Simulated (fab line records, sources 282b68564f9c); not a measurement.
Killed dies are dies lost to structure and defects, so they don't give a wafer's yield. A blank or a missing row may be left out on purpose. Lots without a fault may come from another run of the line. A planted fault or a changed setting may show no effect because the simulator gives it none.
fab line records | flow rit_cmos
record lots=14 wafers=42 last_day=7
route steps=202 shown NRETRO@55 M1@202
lots that met no fault: from a run of the same line without faults
start_h: hours from the record's first day to the start of the lot's first wafer shown | wait_h: hours since the lot's step before | " the same as in the row above | L1.1+2: a row that stands for several wafers | - no value, or no start given | * or withheld: withheld | < > ~ a bound
route shown NAME@n: a module of which the file shows steps, and the number in the route of the first | usual: mean/standard deviation of fault-free wafers | same: alike in all rows | chamber/n: place in a boat | sites: the reading at each site | _std_site: their standard deviation | _edge_site: outer sites' mean less inner sites' | radius_mm: how far each site lies from the wafer's centre | mask NAME#n: copy n | behind: the tool/chamber that last shaped the wafer | hold: why the lot was held/for how many hours/how that ended | device: the transistor (n, p or np) that didn't switch | end of line: the same wafers' tests at the end of the route | a step without rows: its recipe alone | killed: dies lost to structure and defects at the first sort, not the wafer's yield | map: a wafer's dies, x killed, . not, _ none there
set.NAME: the setting as run; set.NAME@STEP: as run at that earlier step | model.NAME: the simulator's own value behind a step, which no gauge read
steps of the route over a sample of lots; a table a step, a row a wafer
## steps
# step RIT_NRETRO_SOFTBAKE_02
# recipe resist=NOVOLAK temp_c=90 time_s=60
# usual heater_power_total_W=34.56/0.053 plate_temp_C=89.98/0.14
# columns lot.wafer tool chamber start_h wait_h heater_power_total_W plate_temp_C
L273.2 litho_track-02 0 31.68 0.1 34.61 89.94
L273.4 " 0 " " 34.49 90.10
L273.6 " 0 " " 34.64 89.95
L274.3 litho_track-03 0 34.11 0.1 34.43 89.65
L274.5 " 0 " " 34.60 89.81
L274.6 " 0 " " 34.57 89.81
L275.1 litho_track-02 0 38.22 0.1 34.51 90.06
L275.2 " 0 " " 34.56 89.98
L275.5 " 0 " " 34.53 89.84
L276.1 litho_track-03 0 43.88 0.1 34.59 89.98
L276.2 " 0 " " 34.61 89.98
L276.3 " 0 " " 34.60 90.02
L277.1 litho_track-03 0 49.02 0.1 32.51 86.13
L277.2 " 0 " " 32.51 86.32
L277.6 " 0 " " 32.54 86.36
L278.2 litho_track-02 0 55.00 0.1 34.51 90.03
L278.3 " 0 " " 34.58 89.82
L278.4 " 0 " " 34.49 90.10
L279.1 litho_track-03 0 59.65 0.1 32.51 85.86
L279.2 " 0 " " 32.51 86.10
L279.4 " 0 " " 32.47 85.91
L287.1 litho_track-04 0 100.62 0.1 34.57 89.98
L287.2 " 0 " " 34.62 89.98
L287.4 " 0 " " 34.64 90.00
L288.1 litho_track-04 0 103.46 0.1 34.59 89.87
L288.2 " 0 " " 34.59 89.92
L288.4 " 0 " " 34.52 89.83
L291.1 litho_track-04 0 121.54 0.1 34.52 90.04
L291.5 " 0 " " 34.61 90.04
L291.6 " 0 " " 34.48 90.04
L292.1 litho_track-04 0 125.58 0.1 34.60 90.07
L292.2 " 0 " " 34.58 90.17
L292.5 " 0 " " 34.52 90.19
L293.3 litho_track-02 0 128.48 0.1 34.52 89.85
L293.4 " 0 " " 34.55 89.94
L293.5 " 0 " " 34.57 89.73
L295.3 litho_track-04 0 138.60 0.1 34.59 89.96
L295.4 " 0 " " 34.58 89.94
L295.5 " 0 " " 34.58 89.95
L296.2 litho_track-02 0 146.48 0.1 34.61 89.90
L296.5 " 0 " " 34.61 89.76
L296.6 " 0 " " 34.59 89.95
# step RIT_M1_PROBE_99
# usual killed_at_contacts=0.1/0.24 killed_at_front_end=7/3.1 killed_dies=7/3.1 killed_open=3.3/2 killed_short=3.4/2.1
# same gross_dies=264 killed_at_M0_to_M3=0 killed_at_M4_up=0 killed_at_back_side=0 killed_at_other=0
# columns lot.wafer tool chamber start_h wait_h killed_at_contacts killed_at_front_end killed_dies killed_open killed_short
L287.1 prober-02 - 130.80 0.1 0 6 6 4 2
L287.2 prober-02 - 130.85 0.1 0 5 5 3 2
L287.4 prober-02 - 130.95 0.2 0 13 13 7 6
# killed by level:class
L287.1 SILICIDE:geometric_particle:open=4 GATE:geometric_particle:short=2
L287.2 FOX1:geometric_particle:short=1 GATE:geometric_particle:open=1 REOX:geometric_particle:open=1 SPACER:geometric_particle:open=1 SILICIDE:geometric_particle:short=1
L287.4 GATE:geometric_particle:short=3 GATE:geometric_particle:open=2 REOX:geometric_particle:open=2 SILICIDE:geometric_particle:open=2 FOX1:geometric_particle:short=1 REOX:geometric_particle:short=1 SPACER:geometric_particle:open=1 SPACER:geometric_particle:short=1
## key
first_sign step=RIT_NRETRO_SOFTBAKE_02 reading=heater_power_total_W direction=down sigmas=39 usual=34.56 struck=32.51
effect step=RIT_NRETRO_SOFTBAKE_02 reading=plate_temp_C direction=down sigmas=27 usual=* struck=*
met_at RIT_NRETRO_SOFTBAKE_02
struck_lots L277,L279
tester_left_out L277,L279
onset_between 43.88 49.02
fault kind=process_parameter_drift tool=litho_track-03 chamber=- onset_h=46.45 steps=RIT_NRETRO_SOFTBAKE_02 channel=temp_c offset=* shape=step end_h=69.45 acts_in=* stated=*
# tester_left_out: of these lots the tester's yield and bins aren't shown, on N5 and GAA mostly nor the transistor test; their killed dies are dies lost to structure and defects alone, not to doping, threshold or leakage, so they don't give the yield
